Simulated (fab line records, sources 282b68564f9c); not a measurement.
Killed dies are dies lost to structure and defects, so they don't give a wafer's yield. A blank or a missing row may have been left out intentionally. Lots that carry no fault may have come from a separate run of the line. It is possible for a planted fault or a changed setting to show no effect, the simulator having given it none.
fab line records	flow ritCmos
record: lots: 7	wafers: 21	lastDay: 7
route steps=202 shown SPACER@127 NSD@131 PSD@142 SDANNEAL@153 PLDD@159 M1@202
lots that met no fault: taken from a fault-free run of the same line
startH: start of the lot's first displayed wafer, in hours after the record's first day	waitH: how many hours have passed since the lot's step before this one	" the same as in the row above	L1.1+2: a single row standing in for several wafers	- value missing, or start not given	* or withheld: withheld	< > ~ a bound
route shown NAME@n: names a module that has steps shown in the file, with the first one's number in the route	usual: average and standard deviation across the fault-free wafers	same: alike in all rows	chamber/n: place in a boat	sites: the reading at each site	_std_site: the standard deviation of these	_edge_site: inner sites' mean taken away from outer sites' mean	radiusMm: for every site, how far away it sits from the centre of the wafer	mask NAME#n: copy n	behind: tool/chamber where the wafer was last shaped	hold: the reason the lot was held/the length of the hold in hours/how it ended	device: the transistor (n, p or np) that didn't switch	end of line: the tests these same wafers got at the end of their route	a step with no rows: only its recipe	killed: at the first sort, the dies lost to defects and structure; wafer yield is something else	map: a wafer's dies, x killed, . not, _ none there
set.NAME: the run value of the setting; set.NAME@STEP: its run value at that earlier step	model.NAME: the simulator's own value behind a step, which no gauge read
lots at some steps of the route; a table a step, a row a wafer
services: a tool's chamber out of use, with start hour (startH, from the record's first day; less than 0 if before it), hours out, and reason
== steps ==
step: RIT_SPACER_CLEAN_02
recipe: chemistry: SC2	mix: 3:3:50	timeS: 600	tempC: 75	dry: n2Spin
step: RIT_SPACER_CVD_03
recipe: material: Si3N4	targetThkNm: 250	tempC: 810	precursor: SiH2Cl2/NH3	timeS: 3300	pressureMtorr: 300	sih2cl2FlowSccm: 60	nh3FlowSccm: 150
step: RIT_SPACER_THK_MEAS_04
recipe: reads: Si3N4_of_SPACER_CVD_03
usual: SPACER_NITRIDE_THK: 250.5/2
lot.wafer	tool	chamber	startH	waitH	SPACER_NITRIDE_THK[nm]
L300.3	filmMetro-01	-	57.36	0.0	251.3
L300.4	"	-	"	"	251.2
L300.6	"	-	"	"	251.7
L302.2	filmMetro-04	-	67.79	0.0	249.2
L302.3	"	-	"	"	248.5
L302.6	"	-	"	"	248.2
L307.2	filmMetro-02	-	91.65	0.0	254.3
L307.3	"	-	"	"	252.1
L307.6	"	-	"	"	252.4
L308.2	filmMetro-02	-	95.51	0.0	247.2
L308.4	"	-	"	"	248.2
L308.6	"	-	"	"	249.7
L309.2	filmMetro-02	-	100.46	0.0	254.3
L309.3	"	-	"	"	251.2
L309.6	"	-	"	"	251.0
L320.2	filmMetro-04	-	157.80	0.0	250.8
L320.3	"	-	"	"	253.0
L320.6	"	-	"	"	253.1
L321.1	filmMetro-02	-	166.23	0.0	251.4
L321.2	"	-	"	"	251.2
L321.5	"	-	"	"	251.1
step: RIT_SPACER_ETCHBACK_05
recipe: targetDepthA: 2500	SF6_flow_sccm: 30	CHF3_flow_sccm: 30	target: Si3N4	chemistry: SF6/CHF3	pressureMtorr: 40	rfW: 250	timeS: 230.9	stopOn: SiO2
usual: chamberPressureMTorr: 40.00/0.038	drypumpMotorCurrentA: 5.8/0.43	oesProductAu: 0.869/0.016	throttleValvePct: 10.29/0.12
lot.wafer	tool	chamber	startH	waitH	chamberPressureMTorr	drypumpMotorCurrentA	oesProductAu	rfHoursCounterH	throttleValvePct
L300.3	rieDiel-02	1	57.40	0.0	40.01	4.9	0.890	150	10.23
L300.4	"	3	"	"	40.00	6.0	0.885	119	10.46
L300.6	"	3	"	"	40.01	6.0	0.889	-	10.49
L302.2	rieDiel-03	3	67.84	0.0	39.99	5.9	0.854	66	10.20
L302.3	"	2	"	"	39.99	6.1	0.881	137	10.25
L302.6	"	1	"	"	39.96	6.1	0.854	-	10.21
L307.2	rieDiel-01	1	91.70	0.0	40.04	6.6	0.882	7	10.08
L307.3	"	2	"	"	39.98	5.7	0.895	56	10.40
L307.6	"	0	"	"	40.04	5.5	0.879	-	10.32
L308.2	rieDiel-03	3	95.56	0.0	40.04	5.8	0.849	66	10.18
L308.4	"	1	"	"	40.01	6.0	0.854	59	10.22
L308.6	"	1	"	"	39.95	6.1	0.851	-	10.21
L309.2	rieDiel-01	2	100.51	0.0	40.00	5.7	0.900	56	10.41
L309.3	"	0	"	"	39.98	5.5	0.875	7	10.31
L309.6	"	3	"	"	39.96	5.5	0.879	-	10.53
L320.2	rieDiel-01	3	157.85	0.0	40.00	5.6	0.881	6	10.51
L320.3	"	2	"	"	40.04	5.7	0.891	57	10.41
L320.6	"	0	"	"	40.00	5.5	0.884	-	10.29
L321.1	rieDiel-03	1	166.29	0.1	40.00	6.1	0.866	60	10.21
L321.2	"	2	"	"	40.00	6.1	0.883	139	10.26
L321.5	"	1	"	"	39.98	6.1	0.865	-	10.21
step: RIT_NSD_HMDS_00
recipe: primeTimeS: 60	primeTempC: 140
step: RIT_NSD_COAT_01
recipe: resist: NOVOLAK	spinRpm: 3250	resistThkNm: 1000
step: RIT_NSD_SOFTBAKE_02
recipe: resist: NOVOLAK	tempC: 90	timeS: 60
step: RIT_NSD_EXPOSE_03
recipe: maskId: M9	na: 0.57	targetCdNm: 40700	doseMj: 250
step: RIT_NSD_PEB_04
recipe: resist: NOVOLAK	tempC: withheld	timeS: withheld
step: RIT_NSD_DEVELOP_05
recipe: resist: NOVOLAK	developTimeS: 50	devTempC: 23
step: RIT_NSD_OVL_MEAS_06
usual: NSD_OVL: -1.5/2
lot.wafer	tool	chamber	startH	waitH	NSD_OVL[nm]
L300.3	overlay-02	-	58.43	-	-3.8
L300.4	"	-	"	"	-1.3
L300.6	"	-	"	"	-0.7
L302.2	overlay-01	-	68.97	-	-6.3
L302.3	"	-	"	"	-5.9
L302.6	"	-	"	"	-4.9
L307.2	overlay-02	-	92.70	-	-3.5
L307.3	"	-	"	"	-3.7
L307.6	"	-	"	"	-3.6
L308.2	overlay-02	-	96.79	-	0.1
L308.4	"	-	"	"	0.4
L308.6	"	-	"	"	-1.1
L309.2	overlay-01	-	101.58	-	-1.1
L309.3	"	-	"	"	-0.4
L309.6	"	-	"	"	-0.6
L320.2	overlay-02	-	158.98	-	-1.4
L320.3	"	-	"	"	-1.4
L320.6	"	-	"	"	-1.1
L321.1	overlay-01	-	167.41	-	-2.6
L321.2	"	-	"	"	-5.3
L321.5	"	-	"	"	-3.4
step: RIT_NSD_HARDBAKE_07
recipe: resist: NOVOLAK	tempC: 140	timeS: 60
step: RIT_NSD_IMPLANT_08
recipe: species: P	energyKev: 25	doseCm2: 1e+15	tiltDeg: 7
usual: beamEnergyKeV: 25.001/0.0069	beamOnS: 10.01/0.21
lot.wafer	tool	chamber	startH	waitH	beamEnergyKeV	beamOnS	model.implant.rpNm	model.implant.drpNm
L300.3	implanter-04	0	58.66	0.1	24.996	10.20	32.75	14.84
L300.4	"	0	"	"	24.999	10.20	32.75	14.84
L300.6	"	0	"	"	24.992	9.82	32.75	14.84
L302.2	implanter-04	0	69.18	0.1	25.001	10.18	32.6	14.84
L302.3	"	0	"	"	25.009	9.82	32.6	14.84
L302.6	"	0	"	"	25.009	10.14	32.6	14.84
L307.2	implanter-04	0	92.91	0.1	21.565	9.28	28.18	13.57
L307.3	"	0	"	"	21.568	9.93	28.18	13.57
L307.6	"	0	"	"	21.574	10.09	28.18	13.57
L308.2	implanter-04	0	97.00	0.1	21.565	10.23	29.59	13.57
L308.4	"	0	"	"	21.566	10.40	29.59	13.57
L308.6	"	0	"	"	21.560	10.56	29.59	13.57
L309.2	implanter-04	0	101.79	0.1	21.569	9.93	30.03	13.57
L309.3	"	0	"	"	21.552	9.76	30.03	13.57
L309.6	"	0	"	"	21.557	10.09	30.03	13.57
L320.2	implanter-01	0	159.18	0.1	24.996	10.09	31.78	14.84
L320.3	"	0	"	"	25.005	9.82	31.78	14.84
L320.6	"	0	"	"	25.003	9.69	31.78	14.84
L321.1	implanter-02	0	167.60	0.1	25.020	10.21	32.44	14.84
L321.2	"	0	"	"	24.998	10.26	32.44	14.84
L321.5	"	0	"	"	25.006	9.94	32.44	14.84
step: RIT_NSD_STRIP_09
recipe: chemistry: O2	timeS: 180	resist: NOVOLAK	platenTempC: withheld	powerW: 500	pressureMtorr: 4000	o2FlowSccm: 4000
usual: chamberPressureMTorr: 4000/3.7	drypumpMotorCurrentA: 5.6/0.4
lot.wafer	tool	chamber	startH	waitH	chamberPressureMTorr	drypumpMotorCurrentA	rfHoursCounterH
L300.3	plasmaAsher-01	0	58.81	0.1	3999	6.2	-
L300.4	"	1	"	"	3997	5.8	-
L300.6	"	1	"	"	4001	5.7	-
L302.2	plasmaAsher-04	0	69.30	0.1	3999	5.4	47
L302.3	"	1	"	"	4000	5.0	-
L302.6	"	1	"	"	3996	5.0	-
L307.2	plasmaAsher-04	1	93.03	0.1	4001	5.1	50
L307.3	"	1	"	"	3996	5.0	-
L307.6	"	0	"	"	4002	5.4	-
L308.2	plasmaAsher-01	0	97.12	0.1	3992	6.2	33
L308.4	"	0	"	"	3998	6.2	-
L308.6	"	0	"	"	4003	6.2	-
L309.2	plasmaAsher-01	1	101.91	0.1	4004	5.7	33
L309.3	"	0	"	"	4000	6.2	-
L309.6	"	1	"	"	4000	5.7	-
L320.2	plasmaAsher-04	0	159.31	0.1	4001	5.4	58
L320.3	"	0	"	"	4000	5.4	-
L320.6	"	1	"	"	4000	5.0	-
L321.1	plasmaAsher-04	0	167.75	0.1	4002	5.4	59
L321.2	"	1	"	"	3999	5.0	59
L321.5	"	1	"	"	3998	5.0	-
step: RIT_NSD_TW_MEAS_10
usual: NSD_TW: 3100/16
lot.wafer	tool	chamber	startH	waitH	NSD_TW
L300.3	filmMetro-04	-	58.95	0.1	3121
L300.4	"	-	"	"	3107
L300.6	"	-	"	"	3085
L302.2	filmMetro-02	-	69.49	0.1	3117
L302.3	"	-	"	"	3098
L302.6	"	-	"	"	3095
L307.2	filmMetro-03	-	93.22	0.1	2995
L307.3	"	-	"	"	2992
L307.6	"	-	"	"	2993
L308.2	filmMetro-03	-	97.31	0.1	2982
L308.4	"	-	"	"	3000
L308.6	"	-	"	"	2995
L309.2	filmMetro-04	-	102.10	0.1	2974
L309.3	"	-	"	"	2989
L309.6	"	-	"	"	2976
L320.2	filmMetro-03	-	159.49	0.1	3105
L320.3	"	-	"	"	3117
L320.6	"	-	"	"	3103
L321.1	filmMetro-04	-	167.92	0.1	3114
L321.2	"	-	"	"	3099
L321.5	"	-	"	"	3111
step: RIT_PSD_HMDS_00
recipe: primeTimeS: 60	primeTempC: 140
step: RIT_PSD_COAT_01
recipe: resist: NOVOLAK	spinRpm: 3318	resistThkNm: 1000
step: RIT_PSD_SOFTBAKE_02
recipe: resist: NOVOLAK	tempC: 90	timeS: 60
step: RIT_PSD_EXPOSE_03
recipe: maskId: M10	na: 0.57	targetCdNm: 40900	doseMj: 250
step: RIT_PSD_PEB_04
recipe: resist: NOVOLAK	tempC: withheld	timeS: withheld
step: RIT_PSD_DEVELOP_05
recipe: resist: NOVOLAK	developTimeS: 50	devTempC: 23
step: RIT_PSD_OVL_MEAS_06
usual: PSD_OVL: -0.6/1.1
lot.wafer	tool	chamber	startH	waitH	PSD_OVL[nm]
L300.3	overlay-02	-	59.98	-	-1.7
L300.4	"	-	"	"	-1.4
L300.6	"	-	"	"	-2.2
L302.2	overlay-01	-	70.55	-	-0.3
L302.3	"	-	"	"	0.0
L302.6	"	-	"	"	-0.3
L307.2	overlay-01	-	94.25	-	0.3
L307.3	"	-	"	"	0.1
L307.6	"	-	"	"	-1.3
L308.2	overlay-02	-	98.21	-	-2.0
L308.4	"	-	"	"	-2.8
L308.6	"	-	"	"	-1.8
L309.2	overlay-01	-	103.00	-	0.4
L309.3	"	-	"	"	1.9
L309.6	"	-	"	"	-0.4
L320.2	overlay-02	-	160.40	-	0.7
L320.3	"	-	"	"	0.2
L320.6	"	-	"	"	1.0
L321.1	overlay-01	-	168.96	-	-0.2
L321.2	"	-	"	"	-1.5
L321.5	"	-	"	"	0.2
step: RIT_PSD_HARDBAKE_07
recipe: resist: NOVOLAK	tempC: 139.5	timeS: 60
step: RIT_PSD_IMPLANT_08
recipe: species: BF2	energyKev: 27	doseCm2: 5e+15	tiltDeg: 7
step: RIT_PSD_STRIP_09
recipe: chemistry: O2	timeS: 180	resist: NOVOLAK	platenTempC: withheld	powerW: 500	pressureMtorr: 4000	o2FlowSccm: 4000
usual: chamberPressureMTorr: 3999/3.7	drypumpMotorCurrentA: 5.7/0.35
lot.wafer	tool	chamber	startH	waitH	chamberPressureMTorr	drypumpMotorCurrentA	rfHoursCounterH
L300.3	plasmaAsher-02	0	60.36	0.1	4004	5.6	-
L300.4	"	1	"	"	4000	5.5	-
L300.6	"	1	"	"	4003	5.5	-
L302.2	plasmaAsher-04	0	70.88	0.1	3991	5.4	47
L302.3	"	0	"	"	3993	5.4	-
L302.6	"	0	"	"	4001	5.4	-
L307.2	plasmaAsher-01	1	94.58	0.1	4003	5.8	32
L307.3	"	1	"	"	4004	5.7	-
L307.6	"	1	"	"	3997	5.7	-
L308.2	plasmaAsher-01	1	98.54	0.1	4005	5.8	33
L308.4	"	1	"	"	4001	5.8	-
L308.6	"	0	"	"	3996	6.2	-
L309.2	plasmaAsher-02	0	103.33	0.1	4005	5.6	39
L309.3	"	0	"	"	4001	5.6	-
L309.6	"	1	"	"	4003	5.5	-
L320.2	plasmaAsher-02	0	160.73	0.1	4001	5.6	5
L320.3	"	0	"	"	4000	5.6	-
L320.6	"	1	"	"	4006	5.6	-
L321.1	plasmaAsher-01	0	169.30	0.1	3996	6.2	41
L321.2	"	1	"	"	3997	5.8	41
L321.5	"	0	"	"	4002	6.2	-
step: RIT_PSD_TW_MEAS_10
usual: PSD_TW: 3402/20
lot.wafer	tool	chamber	startH	waitH	PSD_TW
L300.3	filmMetro-04	-	60.50	0.1	3382
L300.4	"	-	"	"	3417
L300.6	"	-	"	"	3408
L302.2	filmMetro-03	-	71.06	0.1	3433
L302.3	"	-	"	"	3399
L302.6	"	-	"	"	3404
L307.2	filmMetro-02	-	94.76	0.1	3402
L307.3	"	-	"	"	3430
L307.6	"	-	"	"	3409
L308.2	filmMetro-04	-	98.73	0.1	3406
L308.4	"	-	"	"	3424
L308.6	"	-	"	"	3420
L309.2	filmMetro-03	-	103.52	0.1	3418
L309.3	"	-	"	"	3433
L309.6	"	-	"	"	3426
L320.2	filmMetro-03	-	160.91	0.1	3428
L320.3	"	-	"	"	3452
L320.6	"	-	"	"	3427
L321.1	filmMetro-04	-	169.47	0.1	3426
L321.2	"	-	"	"	3416
L321.5	"	-	"	"	3421
step: RIT_SDANNEAL_CLEAN_00
recipe: chemistry: SC1	mix: 3:3:50	timeS: 600	tempC: 75
step: RIT_SDANNEAL_CLEAN_01
recipe: chemistry: dHF	dilution: 50:1	timeS: 30
step: RIT_SDANNEAL_CLEAN_02
recipe: chemistry: SC2	mix: 3:3:50	timeS: 600	tempC: 75	dry: n2Spin
step: RIT_SDANNEAL_RTA_03
recipe: tempC: 1050	timeS: 5	idleTempC: 600	rampUpCPerS: 342	rampDownCPerS: 171	coolToC: 600	ambient: N2
usual: wafer_temp_C_max: 1053.4/1.2
lot.wafer	tool	chamber	startH	waitH	wafer_temp_C_max
L300.3	rtpAnneal-01	0	60.94	0.0	1054.4
L300.4	"	0	"	"	1053.4
L300.6	"	0	"	"	1052.5
L302.2	rtpAnneal-01	0	71.49	0.0	1052.5
L302.3	"	0	"	"	1055.0
L302.6	"	0	"	"	1053.3
L307.2	rtpAnneal-02	0	95.19	0.0	1052.5
L307.3	"	0	"	"	1051.7
L307.6	"	0	"	"	1053.8
L308.2	rtpAnneal-01	0	99.54	0.0	1053.1
L308.4	"	0	"	"	1053.1
L308.6	"	0	"	"	1053.8
L309.2	rtpAnneal-02	0	103.96	0.0	1053.0
L309.3	"	0	"	"	1053.7
L309.6	"	0	"	"	1052.9
L320.2	rtpAnneal-01	0	161.38	0.0	1053.2
L320.3	"	0	"	"	1053.8
L320.6	"	0	"	"	1054.2
L321.1	rtpAnneal-02	0	169.90	0.0	1052.4
L321.2	"	0	"	"	1053.1
L321.5	"	0	"	"	1055.7
step: RIT_SDANNEAL_RS_MEAS_04
recipe: thkMeasGauge: four-point-probe
usual: PSD_RS: 115.9/0.33
lot.wafer	tool	chamber	startH	waitH	PSD_RS[ohm/sq]
L300.3	filmMetro-03	-	61.02	0.1	115.2
L300.4	"	-	"	"	115.3
L300.6	"	-	"	"	115.4
L302.2	filmMetro-03	-	71.56	0.1	115.9
L302.3	"	-	"	"	115.7
L302.6	"	-	"	"	116.2
L307.2	filmMetro-04	-	95.26	0.1	115.7
L307.3	"	-	"	"	115.4
L307.6	"	-	"	"	115.5
L308.2	filmMetro-02	-	99.61	0.1	116.1
L308.4	"	-	"	"	116.1
L308.6	"	-	"	"	115.8
L309.2	filmMetro-02	-	104.03	0.1	116.0
L309.3	"	-	"	"	116.0
L309.6	"	-	"	"	115.5
L320.2	filmMetro-02	-	161.50	0.1	116.0
L320.3	"	-	"	"	116.0
L320.6	"	-	"	"	115.7
L321.1	filmMetro-03	-	169.96	0.0	115.7
L321.2	"	-	"	"	115.9
L321.5	"	-	"	"	115.7
step: RIT_SDANNEAL_RS_MEAS_05
recipe: thkMeasGauge: four-point-probe
usual: NSD_RS: 84.5/0.31
lot.wafer	tool	chamber	startH	waitH	NSD_RS[ohm/sq]
L300.3	filmMetro-03	-	61.14	0.1	85.1
L300.4	"	-	"	"	85.1
L300.6	"	-	"	"	85.2
L302.2	filmMetro-03	-	71.68	0.1	84.1
L302.3	"	-	"	"	84.2
L302.6	"	-	"	"	84.5
L307.2	filmMetro-04	-	95.38	0.1	86.1
L307.3	"	-	"	"	86.2
L307.6	"	-	"	"	86.1
L308.2	filmMetro-02	-	99.73	0.1	86.3
L308.4	"	-	"	"	86.1
L308.6	"	-	"	"	86.2
L309.2	filmMetro-02	-	104.15	0.1	86.0
L309.3	"	-	"	"	85.9
L309.6	"	-	"	"	86.1
L320.2	filmMetro-02	-	161.62	0.1	84.7
L320.3	"	-	"	"	84.7
L320.6	"	-	"	"	84.5
L321.1	filmMetro-03	-	170.08	0.1	83.7
L321.2	"	-	"	"	83.8
L321.5	"	-	"	"	83.7
step: RIT_SDANNEAL_RS_MEAS_06
recipe: thkMeasGauge: four-point-probe
usual: PLDD_RS: 178.8/0.47
lot.wafer	tool	chamber	startH	waitH	PLDD_RS[ohm/sq]
L300.3	filmMetro-03	-	61.26	0.1	178.5
L300.4	"	-	"	"	178.7
L300.6	"	-	"	"	178.8
L302.2	filmMetro-03	-	71.80	0.1	178.8
L302.3	"	-	"	"	178.4
L302.6	"	-	"	"	179.2
L307.2	filmMetro-04	-	95.50	0.1	178.4
L307.3	"	-	"	"	178.2
L307.6	"	-	"	"	178.6
L308.2	filmMetro-02	-	99.85	0.1	178.7
L308.4	"	-	"	"	179.0
L308.6	"	-	"	"	179.4
L309.2	filmMetro-02	-	104.27	0.1	179.4
L309.3	"	-	"	"	178.8
L309.6	"	-	"	"	178.8
L320.2	filmMetro-02	-	161.74	0.1	178.6
L320.3	"	-	"	"	179.0
L320.6	"	-	"	"	179.1
L321.1	filmMetro-03	-	170.20	0.1	178.3
L321.2	"	-	"	"	178.6
L321.5	"	-	"	"	179.0
step: RIT_M1_PROBE_99
usual: killedAtFrontEnd: 7/3	killedDies: 7/3	killedOpen: 3.2/1.8	killedShort: 3.5/2.1
same: grossDies: 264	killed_at_M0_to_M3: 0	killed_at_M4_up: 0	killedAtBackSide: 0	killedAtContacts: 0	killedAtOther: 0
lot.wafer	tool	chamber	startH	waitH	killedAtFrontEnd	killedDies	killedOpen	killedShort	model.etest.contactNplus.endOhmUm	model.etest.nmos_0p15.junctionLog10AUm
L300.3	prober-01	-	68.64	0.2	5	5	1	4	40.8	-13.65
L300.4	prober-01	-	68.69	0.2	5	5	3	2	39.8	-13.72
L300.6	prober-01	-	68.79	0.2	3	3	3	0	39.58	-13.63
L302.2	prober-01	-	79.01	0.1	6	6	3	3	39.87	-13.68
L302.3	prober-01	-	79.06	0.2	8	8	2	6	39.25	-13.63
L302.6	prober-01	-	79.21	0.2	5	5	5	0	39.47	-13.61
L307.2	prober-01	-	102.71	0.1	3	3	1	2	45.62	-13.2
L307.3	prober-01	-	102.76	0.2	11	11	5	6	45.26	-13.33
L307.6	prober-01	-	102.91	0.2	8	8	6	2	44.03	-13.51
L308.2	prober-02	-	107.14	0.1	4	4	3	1	44.03	-13.38
L308.4	prober-02	-	107.24	0.2	7	7	3	4	44.34	-13.54
L308.6	prober-02	-	107.34	0.2	2	2	0	2	42.77	-13.62
L309.2	prober-01	-	111.78	0.1	8	8	4	4	42.26	-13.42
L309.3	prober-01	-	111.83	0.2	9	9	6	3	42.24	-13.37
L309.6	prober-01	-	111.98	0.2	3	3	0	3	43.11	-13.56
L320.2	prober-02	-	169.04	0.1	3	3	1	2	40.9	-13.49
L320.3	prober-02	-	169.09	0.2	6	6	3	3	40.83	-13.6
L320.6	prober-02	-	169.24	0.2	5	5	3	2	39.56	-13.75
L321.1	prober-01	-	177.69	0.1	3	3	2	1	38.91	-13.56
L321.2	prober-01	-	177.74	0.1	3	3	0	3	38.56	-13.89
L321.5	prober-01	-	177.89	0.2	7	7	3	4	39.5	-13.73
killed by level:class
L300.3 SPACER:geometricParticle:short=3 REOX:geometricParticle:short=1 SILICIDE:geometricParticle:open=1
L300.4 GATE:geometricParticle:open=3 GATE:geometricParticle:short=1 SPACER:geometricParticle:short=1
L300.6 SPACER:geometricParticle:open=2 SILICIDE:geometricParticle:open=1
L302.2 SILICIDE:geometricParticle:short=2 FOX2:geometricParticle:open=1 GATE:geometricParticle:open=1 REOX:geometricParticle:short=1 SILICIDE:geometricParticle:open=1
L302.3 GATE:geometricParticle:short=3 SPACER:geometricParticle:short=2 FOX2:geometricParticle:open=1 FOX2:geometricParticle:short=1 SPACER:geometricParticle:open=1
L302.6 GATE:geometricParticle:open=3 FOX2:geometricParticle:open=1 REOX:geometricParticle:open=1
L307.2 GATE:geometricParticle:short=2 SPACER:geometricParticle:open=1
L307.3 GATE:geometricParticle:short=4 GATE:geometricParticle:open=3 SILICIDE:geometricParticle:open=2 FOX1:geometricParticle:short=1 SPACER:geometricParticle:short=1
L307.6 GATE:geometricParticle:open=3 FOX2:geometricParticle:open=2 FOX1:geometricParticle:short=1 SPACER:geometricParticle:open=1 SILICIDE:geometricParticle:short=1
L308.2 FOX1:geometricParticle:open=2 FOX1:geometricParticle:short=1 SILICIDE:geometricParticle:open=1
L308.4 FOX1:geometricParticle:short=2 FOX1:geometricParticle:open=1 FOX2:geometricParticle:open=1 FOX2:geometricParticle:short=1 REOX:geometricParticle:open=1 SILICIDE:geometricParticle:short=1
L308.6 GATE:geometricParticle:short=1 SPACER:geometricParticle:short=1
L309.2 FOX1:geometricParticle:short=2 GATE:geometricParticle:open=2 FOX1:geometricParticle:open=1 GATE:geometricParticle:short=1 REOX:geometricParticle:open=1 SPACER:geometricParticle:short=1
L309.3 SPACER:geometricParticle:open=4 REOX:geometricParticle:short=2 FOX1:geometricParticle:open=2 GATE:geometricParticle:short=1
L309.6 FOX2:geometricParticle:short=2 GATE:geometricParticle:short=1
L320.2 GATE:geometricParticle:open=1 SPACER:geometricParticle:short=1 SILICIDE:geometricParticle:short=1
L320.3 REOX:geometricParticle:open=2 SPACER:geometricParticle:short=2 FOX2:geometricParticle:open=1 SILICIDE:geometricParticle:short=1
L320.6 SPACER:geometricParticle:open=2 FOX1:geometricParticle:short=1 FOX2:geometricParticle:open=1 SILICIDE:geometricParticle:short=1
L321.1 REOX:geometricParticle:open=2 GATE:geometricParticle:short=1
L321.2 SPACER:geometricParticle:short=2 FOX2:geometricParticle:short=1
L321.5 FOX1:geometricParticle:open=3 GATE:geometricParticle:short=1 REOX:geometricParticle:short=1 SPACER:geometricParticle:short=1 SILICIDE:geometricParticle:short=1
== services ==
tool	chamber	startH	hours	kind
implanter-01	-	44.91	1.5	repair
rieDiel-02	1	58.30	5.1	repair
implanter-04	-	60.82	4.7	repair
implanter-01	-	78.50	6.1	repair
rieDiel-03	1	82.04	5.8	repair
rieDiel-02	1	90.58	3.9	repair
implanter-01	-	97.13	8.4	repair
rieDiel-02	2	104.33	14.5	repair
rieDiel-01	-	107.19	14.6	pm
implanter-02	-	108.31	6.9	repair
plasmaAsher-02	-	108.75	9.0	pm
plasmaAsher-02	0	108.75	9.0	ventCycle
plasmaAsher-02	1	108.75	9.0	ventCycle
plasmaAsher-02	0	117.75	-	clean
plasmaAsher-02	1	117.75	-	clean
rieDiel-01	-	122.60	1.5	repair
rieDiel-02	0	128.17	2.4	repair
implanter-04	-	129.17	8.5	repair
rieDiel-01	2	135.59	19.8	repair
implanter-02	-	136.48	7.4	pm
rieDiel-02	1	143.58	-	clean
rieDiel-02	2	143.72	1.5	repair
implanter-04	-	157.81	5.1	pm
rieDiel-03	0	164.10	3.5	repair
== key ==
firstSign: step: RIT_NSD_IMPLANT_08	reading: beamEnergyKeV	direction: down	sigmas: 99+	usual: 25.001	struck: 21.564
effect: step: RIT_NSD_TW_MEAS_10	reading: NSD_TW	direction: down	sigmas: 7	usual: 3100	struck: 2989
effect: step: RIT_SDANNEAL_RS_MEAS_05	reading: NSD_RS	direction: up	sigmas: 5.1	usual: 84.5	struck: 86.1
modelEffect: step: RIT_NSD_IMPLANT_08	value: implant.rpNm	without: 32.34	struck: 29.26
modelEffect: step: RIT_M1_PROBE_99	value: etest.contactNplus.endOhmUm	without: 40	struck: 43.74
metAt RIT_NSD_IMPLANT_08
struckWafers L307.2,L307.3,L307.6,L308.2,L308.4,L308.6,L309.2,L309.3,L309.6
testerLeftOut L307,L308,L309
onsetBetween 69.18 92.91
fault: kind: processParameterDrift	tool: implanter-04	chamber: -	onsetH: 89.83	steps: RIT_NSD_IMPLANT_08	channel: energyKev	offset: -3.4327	shape: step	endH: 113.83	actsIn: theseRecipesOnly	stated: 25
testerLeftOut: of these lots the tester's yield and bins aren't shown, on N5 and GAA mostly nor the transistor test; their killed dies are dies lost to structure and defects alone, not to doping, threshold or leakage, so they don't give the yield
